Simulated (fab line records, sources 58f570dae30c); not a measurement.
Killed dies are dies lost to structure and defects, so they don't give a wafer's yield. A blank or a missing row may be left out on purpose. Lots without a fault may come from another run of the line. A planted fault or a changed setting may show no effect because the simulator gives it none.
fab line records | flow berkeley_cmos170
record lots=14 wafers=42 last_day=14
route steps=331 shown SPACER@173 PSD@182
lots that met no fault: from a run of the same line without faults
start_h: hours from the record's first day to the start of the lot's first wafer shown | wait_h: hours since the lot's step before | " the same as in the row above | L1.1+2: a row that stands for several wafers | - no value, or no start given | * or withheld: withheld | < > ~ a bound
route shown NAME@n: a module of which the file shows steps, and the number in the route of the first | usual: mean/standard deviation of fault-free wafers | same: alike in all rows | chamber/n: place in a boat | sites: the reading at each site | _std_site: their standard deviation | _edge_site: outer sites' mean less inner sites' | radius_mm: how far each site lies from the wafer's centre | mask NAME#n: copy n | behind: the tool/chamber that last shaped the wafer | hold: why the lot was held/for how many hours/how that ended | device: the transistor (n, p or np) that didn't switch | end of line: the same wafers' tests at the end of the route | a step without rows: its recipe alone | killed: dies lost to structure and defects at the first sort, not the wafer's yield | map: a wafer's dies, x killed, . not, _ none there
set.NAME: the setting as run; set.NAME@STEP: as run at that earlier step | model.NAME: the simulator's own value behind a step, which no gauge read
steps of the route over a sample of lots; a table a step, a row a wafer
services: from which hour (start_h, from the record's first day; less than 0 if before it) a tool's chamber was out of use, for how many hours, and why
## steps
# step UCB170_SPACER_ANNEAL_02
# recipe temp_c=900 time_s=1800 ambient=N2
# usual spike_tc_centre_C=902.4/1.3 spike_tc_load_C=923.3/2.5
# columns lot.wafer tool chamber start_h wait_h spike_tc_centre_C spike_tc_load_C
L256.2 furnace-04 0 175.27 6.6 902.1 924.6
L256.5 " 0 " " 901.6 922.8
L256.6 " 0 " " 902.3 922.5
L260.1 furnace-01 - 193.62 7.2 - -
L260.2 " - " " - -
L260.5 " - " " - -
L261.1 furnace-01 - 193.62 7.0 - -
L261.4 " - " " - -
L261.6 " - " " - -
L268.1 furnace-02 0 232.16 5.4 902.8 923.0
L268.3 " 0 " " 903.5 921.5
L268.6 " 0 " " 903.1 922.9
L269.1 furnace-02 0 232.16 5.4 903.4 920.7
L269.4 " 0 " " 902.7 921.1
L269.5 " 0 " " 903.9 922.1
L270.1 furnace-04 0 249.50 5.2 902.3 922.7
L270.3 " 0 " " 901.8 923.7
L270.5 " 0 " " 903.7 922.2
L271.2 furnace-04 0 249.50 4.4 902.0 924.5
L271.3 " 0 " " 900.5 922.9
L271.6 " 0 " " 901.2 924.2
L272.2 furnace-01 0 258.92 2.2 901.3 927.9
L272.4 " 0 " " 902.1 927.6
L272.5 " 0 " " 900.9 927.5
L273.1 furnace-02 0 265.66 4.8 904.8 920.8
L273.3 " 0 " " 903.6 922.5
L273.5 " 0 " " 902.3 920.3
L274.1 furnace-02 0 265.66 5.1 903.5 921.7
L274.3 " 0 " " 903.8 923.0
L274.4 " 0 " " 901.4 921.5
L275.2 furnace-02 0 277.16 4.0 902.6 920.3
L275.3 " 0 " " 903.5 921.8
L275.6 " 0 " " 902.0 921.1
L276.3 furnace-02 0 277.16 4.1 902.7 922.0
L276.5 " 0 " " 902.6 918.8
L276.6 " 0 " " 904.3 921.3
L277.1 furnace-02 0 277.16 4.3 903.8 922.2
L277.3 " 0 " " 902.9 922.8
L277.6 " 0 " " 901.9 921.2
L278.4 furnace-01 0 285.90 3.3 900.4 927.3
L278.5 " 0 " " 899.6 928.8
L278.6 " 0 " " 900.1 929.0
# step UCB170_PSD_OVL_MEAS_07
# usual PSD_OVL=0/4.9
# columns lot.wafer tool chamber start_h wait_h PSD_OVL[nm]
L256.2 overlay-01 - 178.46 0.1 -6
L256.5 " - " " 0
L256.6 " - " " -7
L268.1 overlay-01 - 234.97 0.1 7
L268.3 " - " " 9
L268.6 " - " " 5
L269.1 overlay-02 - 235.09 0.1 -4
L269.4 " - " " 0
L269.5 " - " " 5
L270.1 overlay-01 - 252.25 0.1 -2
L270.3 " - " " -4
L270.5 " - " " 4
L271.2 overlay-02 - 252.37 0.1 -1
L271.3 " - " " 2
L271.6 " - " " 5
L272.2 overlay-01 - 261.65 0.1 -2
L272.4 " - " " 5
L272.5 " - " " 5
L274.1 overlay-01 - 268.19 0.1 3
L274.3 " - " " -4
L274.4 " - " " 1
L273.1 overlay-01 - 268.34 0.1 -9
L273.3 " - " " -7
L273.5 " - " " -6
L277.1 overlay-02 - 279.99 0.1 3
L277.3 " - " " 4
L277.6 " - " " 5
L276.3 overlay-01 - 280.05 0.1 5
L276.5 " - " " 7
L276.6 " - " " 8
L275.2 overlay-01 - 280.63 0.1 -8
L275.3 " - " " -3
L275.6 " - " " 1
L278.4 overlay-02 - 289.96 0.1 5
L278.5 " - " " 0
L278.6 " - " " -1
# step UCB170_PSD_STRIP_09
# recipe chemistry=O2 power_w=400 pressure_mtorr=3500 platen_temp_c=withheld o2_flow_sccm=400 overash_fraction=0.5
# usual drypump_motor_current_A=5.7/0.46 oes_product_au=0.600/0.0046 strip_time_to_endpoint_s=29.43/0.087
# same overash_fraction=0.5
# columns lot.wafer tool chamber start_h wait_h drypump_motor_current_A oes_product_au rf_hours_counter_h strip_time_to_endpoint_s
L256.2 plasma_asher-03 1 178.64 0.1 5.8 0.603 44 29.57
L256.5 " 1 " " 5.8 0.599 - 29.49
L256.6 " 0 " " 5.1 0.596 - 29.46
L268.1 plasma_asher-04 0 235.15 0.1 6.1 0.609 50 29.60
L268.3 " 1 " " 5.3 0.602 - 29.54
L268.6 " 0 " " 6.1 0.597 - 29.56
L269.1 plasma_asher-03 1 235.27 0.1 5.8 0.597 51 29.44
L269.4 " 1 " " 5.8 0.594 - 29.44
L269.5 " 0 " " 5.1 0.600 - 29.43
L270.1 plasma_asher-01 1 252.43 0.1 6.5 0.600 13 29.39
L270.3 " 1 " " 6.5 0.601 - 29.33
L270.5 " 1 " " 6.5 0.607 - 29.37
L271.2 plasma_asher-03 0 252.55 0.1 5.1 0.607 53 29.47
L271.3 " 1 " " 5.8 0.601 - 29.42
L271.6 " 1 " " 5.8 0.608 - 29.41
L272.2 plasma_asher-03 1 261.83 0.1 5.8 0.598 54 29.36
L272.4 " 1 " " 5.8 0.605 - 29.39
L272.5 " 1 " " 5.8 0.601 - 29.40
L274.1 plasma_asher-04 1 268.38 0.1 5.3 0.604 53 29.30
L274.3 " 0 " " 6.1 0.603 - 29.41
L274.4 " 1 " " 5.3 0.596 - 29.38
L273.1 plasma_asher-01 0 268.53 0.1 5.7 0.598 15 29.45
L273.3 " 0 " " 5.7 0.591 - 29.41
L273.5 " 1 " " 6.5 0.598 - 29.39
L277.1 plasma_asher-01 0 280.18 0.1 5.8 0.598 16 29.40
L277.3 " 1 " " 6.4 0.602 - 29.32
L277.6 " 0 " " 5.8 0.599 - 29.40
L276.3 plasma_asher-04 1 280.36 0.1 5.3 0.597 - 29.52
L276.5 " 0 " " 6.1 0.604 - 29.57
L276.6 " 1 " " 5.3 0.607 - 29.47
L275.2 plasma_asher-03 0 280.81 0.1 5.1 0.599 56 29.41
L275.3 " 1 " " 5.8 0.607 - 29.43
L275.6 " 1 " " 5.8 0.596 - 29.46
L278.4 plasma_asher-03 1 290.16 0.1 5.8 0.597 - 29.57
L278.5 " 0 " " 5.1 0.595 - 29.50
L278.6 " 1 " " 5.8 0.605 - 29.54
# step UCB170_PSD_TW_MEAS_10
# usual PSD_TW=2327/27
# columns lot.wafer tool chamber start_h wait_h PSD_TW
L256.2 film_metro-04 - 178.75 0.1 2366
L256.5 " - " " 2362
L256.6 " - " " 2364
L268.1 film_metro-01 - 235.25 0.1 2299
L268.3 " - " " 2311
L268.6 " - " " 2305
L269.1 film_metro-01 - 235.37 0.1 2318
L269.4 " - " " 2301
L269.5 " - " " 2288
L270.1 film_metro-03 - 252.53 0.1 2317
L270.3 " - " " 2302
L270.5 " - " " 2317
L271.2 film_metro-01 - 252.66 0.1 2313
L271.3 " - " " 2301
L271.6 " - " " 2306
L272.2 film_metro-03 - 261.94 0.1 2316
L272.4 " - " " 2319
L272.5 " - " " 2317
L274.1 film_metro-03 - 268.48 0.1 2322
L274.3 " - " " 2326
L274.4 " - " " 2328
L273.1 film_metro-01 - 268.63 0.1 2313
L273.3 " - " " 2305
L273.5 " - " " 2314
L277.1 film_metro-03 - 280.28 0.1 2329
L277.3 " - " " 2321
L277.6 " - " " 2326
L276.3 film_metro-04 - 280.45 0.1 2366
L276.5 " - " " 2369
L276.6 " - " " 2367
L275.2 film_metro-01 - 280.92 0.1 2312
L275.3 " - " " 2305
L275.6 " - " " 2310
L278.4 film_metro-01 - 290.25 0.1 2313
L278.5 " - " " 2317
L278.6 " - " " 2328
## services
# columns tool chamber start_h hours kind
furnace-04 - 155.10 3.8 pm
furnace-01 - 230.22 2.9 pm
plasma_asher-01 - 236.22 1.2 repair
## key
first_sign step=UCB170_SPACER_ANNEAL_02 reading=tool_record direction=missing
effect none on later readings
met_at UCB170_SPACER_ANNEAL_02
struck_lots L260,L261
later_rows_left_out L260.1,L260.2,L260.5,L261.1,L261.4,L261.6
sort_left_out L260.1,L260.2,L260.5,L261.1,L261.4,L261.6
tester_left_out L260,L261
not_acting_at UCB170_PSD_OVL_MEAS_07,UCB170_PSD_STRIP_09,UCB170_PSD_TW_MEAS_10
fault kind=skipped_step_whole tool=furnace-01 chamber=- onset_h=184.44 steps=UCB170_SPACER_ANNEAL_02 scope=struck_lots_only
# tester_left_out: of these lots the tester's yield and bins aren't shown, on N5 and GAA mostly nor the transistor test; their killed dies are dies lost to structure and defects alone, not to doping, threshold or leakage, so they don't give the yield
# sort_left_out: the simulated sort isn't trusted on such a fault, so these wafers' sort isn't shown, and their yield isn't known
# later_rows_left_out: the simulator's readings of these wafers behind a module that went badly wrong aren't trusted and aren't shown, but for the sort
